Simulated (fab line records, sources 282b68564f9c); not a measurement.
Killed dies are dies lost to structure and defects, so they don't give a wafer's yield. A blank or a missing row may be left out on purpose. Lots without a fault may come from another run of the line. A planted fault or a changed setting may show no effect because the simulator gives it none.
A struck lot beside a sound one | flow rit_cmos | 19 steps out of a route of 202
Sound: wafers L354.4, L354.5, L354.6. Struck: wafers L372.1, L372.3, L372.5. The cause comes at the end.
At each step with rows: each side's tool, then ch and its chambers, then its first start. Under that, the readings that differ: sound wafers | struck wafers | difference of the means | sigmas: that difference in standard deviations of wafers without a fault.
alike: readings whose means differ by less than 2 such deviations, and words and numbers that are the same on both sides. not compared: withheld readings, readings that some wafer has no value for, bounds like >300 that may hide the same value, and numbers for which the record gives no deviation and whose values overlap.
The two part at a step that has a row with sigmas, a row that says differs or no value, or rows on one side only. Numbers that don't overlap but have no deviation are shown without sigmas and don't part them. A reading that every wafer of one side lacks parts them only if that side has two wafers or more.

RIT_SILICIDE_RS_MEAS_02: measures by four-point-probe.
  sound on film_metro-01, day 3 14:59; struck on film_metro-04, day 7 12:23
  alike: SILICIDE_TI_RS
RIT_SILICIDE_THK_MEAS_03: measures by xrf.
  sound on film_metro-01, day 3 15:05; struck on film_metro-04, day 7 12:30
  alike: SILICIDE_TI_THK
RIT_SILICIDE_RTA_04: time 10 s, ramp up 5 s, ramp down 5 s.
  sound on rtp_anneal-01 ch 0, day 3 15:08; struck on rtp_anneal-01 ch 0, day 7 12:34
  alike: wafer_temp_C_max
then, 1 step without rows for these wafers: RIT_SILICIDE_WET_ETCH_05 (etches Ti in SPM, time 120 s).
RIT_SILICIDE_RTA_06: time 10 s, ramp up 5 s, ramp down 10 s.
  sound on rtp_anneal-02 ch 0, day 3 15:15; struck on rtp_anneal-02 ch 0, day 7 12:40
  alike: wafer_temp_C_max
RIT_CONTACT_CVD_00: deposits SiO2 from TEOS, target thk 400 nm, time 61 s.
  sound on pecvd-02 ch 0,1,2, day 3 15:19; struck on pecvd-01 ch 0,1, day 7 12:44
  alike: heater_power_w
RIT_CONTACT_THK_MEAS_01:
  sound on film_metro-01, day 3 15:22; struck on film_metro-03, day 7 12:49
  alike: CONTACT_TEOS_THK
then, 5 steps without rows for these wafers: RIT_CONTACT_HMDS_02 (prime time 60 s); RIT_CONTACT_COAT_03 (resist thk 1009 nm); RIT_CONTACT_SOFTBAKE_04 (time 60 s); RIT_CONTACT_EXPOSE_05 (exposes mask M11, target cd 1000 nm); RIT_CONTACT_PEB_06.
RIT_CONTACT_DEVELOP_07: develop time 120 s.
  sound on litho_track-04 ch 0, day 3 16:00; struck on litho_track-04 ch 0, day 7 13:00
RIT_CONTACT_CD_MEAS_08: target cd 1000 nm.
  sound on cd_sem-01, day 3 16:25; struck on cd_sem-01, day 7 13:52
  reading    | sound             | struck            | difference | sigmas
  cd_nm (nm) | 999.9 997.3 999.0 | 990.9 992.5 989.9 | -7.6       | -4
RIT_CONTACT_OVL_MEAS_09:
  sound on overlay-01, day 3 16:30; struck on overlay-02, day 7 13:59
  alike: CONTACT_OVL
then, 1 step without rows for these wafers: RIT_CONTACT_HARDBAKE_10 (time 60 s).
RIT_CONTACT_ETCH_11: etches SiO2 in CHF3/CF4/Ar, stops on TiSi2, target depth 480 nm, time 320 s.
  sound on rie_diel-03 ch 1,2, day 3 16:40; struck on rie_diel-02 ch 1,2, day 7 14:10
  reading                  | sound            | struck            | difference | sigmas
  model.CONTACT.cd_nm (nm) | 1000 997.8 998.9 | 991.2 992.4 990.1 | -7.7       |
  alike: drypump_motor_current_A, oes_product_au, throttle_valve_pct
  not compared: rf_hours_counter_h
RIT_CONTACT_STRIP_12: strips in O2, time 180 s.
  sound on plasma_asher-03 ch 0,1, day 3 16:55; struck on plasma_asher-03 ch 0,1, day 7 14:22
  alike: drypump_motor_current_A, o2_flow_sccm
  not compared: rf_hours_counter_h
RIT_M1_PROBE_99:
  sound on prober-01, day 3 21:46; struck on prober-01, day 7 19:05
  alike: killed_at_front_end, killed_dies, killed_open, killed_short

WHERE THEY PART
Only at RIT_CONTACT_CD_MEAS_08, within this record. Later steps at which nothing parts them and some readings are alike: RIT_CONTACT_OVL_MEAS_09, RIT_CONTACT_ETCH_11, RIT_CONTACT_STRIP_12, RIT_M1_PROBE_99.

WHY: what the simulator had put in
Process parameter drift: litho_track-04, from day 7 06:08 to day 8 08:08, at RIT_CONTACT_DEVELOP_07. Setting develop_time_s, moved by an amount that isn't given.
